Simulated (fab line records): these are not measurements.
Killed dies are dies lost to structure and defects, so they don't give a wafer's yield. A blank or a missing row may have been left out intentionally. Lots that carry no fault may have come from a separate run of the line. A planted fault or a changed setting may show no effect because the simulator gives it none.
Comparing a struck lot with a sound one || flow berkeley_cmos170 || 14 steps out of a route of 331
Sound: wafers L970.2, L970.3, L970.6. The struck wafers were L978.1, L978.2, L978.5. The cause is named last.
Each step with rows lists, per side, the tool, then ch with its chambers, then its first start. Under that, the readings that differ: sound wafers || struck wafers || difference of the means || sigmas: that difference in standard deviations of wafers without a fault.
alike: readings whose means differ by less than 2 such deviations, and words and numbers that are the same on both sides. not compared: withheld readings, readings that some wafer has no value for, bounds like >300 that may hide the same value, and numbers for which the record gives no deviation and whose values overlap.
A row with sigmas, a row that says differs or no value, or rows on one side alone: a step with any of these is where the two part. Non-overlapping numbers with no deviation appear without sigmas and do not part them. A reading missing from all wafers of one side parts the sides only when that side holds two or more wafers.

first, 2 steps without rows for these wafers: UCB170_ACTIVE_PEB_11; UCB170_ACTIVE_DEVELOP_12 (develop time 45 s).
UCB170_ACTIVE_CD_MEAS_13 targets a cd of 1200 nm.
  sound on cd_sem-01 at day 6 04:20; struck on cd_sem-02 at day 7 22:56
  alike: cd_nm
UCB170_ACTIVE_OVL_MEAS_14:
  sound on overlay-01 at day 6 04:26; struck on overlay-01 at day 7 23:04
  alike: ACTIVE_OVL
UCB170_ACTIVE_ETCH_15: etches Si3N4 in CH3F/Ar/O2, stops on SiO2, target depth 242 nm, time 151 s.
  sound on rie_diel-04 ch 0,2, day 6 04:28; struck on rie_diel-04 ch 1,2, day 7 23:06
  alike: drypump_motor_current_A, oes_product_au, throttle_valve_pct
  not compared: rf_hours_counter_h
UCB170_ACTIVE_STRIP_16: strips in O2.
  sound on plasma_asher-03 ch 1, day 6 04:34; struck on plasma_asher-02 ch 0,1, day 7 23:12
  alike: drypump_motor_current_A, oes_product_au, strip_time_to_endpoint_s
  not compared: rf_hours_counter_h
UCB170_ACTIVE_CD_MEAS_90 targets a cd of 1200 nm.
  sound on cd_sem-02 at day 6 04:41; struck on cd_sem-02 at day 7 23:18
  alike: cd_nm
then, 5 steps without rows for these wafers: UCB170_ACTIVE_CLEAN_17 (cleans in SPM, time 600 s); UCB170_PFIELD_HMDS_00 (prime time 60 s); UCB170_PFIELD_COAT_01 (resist thk 900 nm); UCB170_PFIELD_SOFTBAKE_02 (time 60 s); UCB170_PFIELD_EXPOSE_03 (exposes mask PFIELD, target cd 1500 nm).
UCB170_PFIELD_PEB_04:
  struck on litho_track-04, day 8 00:13; sound on litho_track-02 ch 0, day 6 09:07
  no value came back on the struck wafers for chill_plate_temp_C (C), exhaust_pa (Pa), resist_line_temp_C (C); on the sound wafers chill_plate_temp_C (C) reads 23.02 23.04 23.02
then, 1 step without rows for these wafers: UCB170_PFIELD_DEVELOP_05 (develop time 45 s).

## WHERE THEY PART
Only at UCB170_PFIELD_PEB_04, within this record.

WHY: the cause the simulator had injected
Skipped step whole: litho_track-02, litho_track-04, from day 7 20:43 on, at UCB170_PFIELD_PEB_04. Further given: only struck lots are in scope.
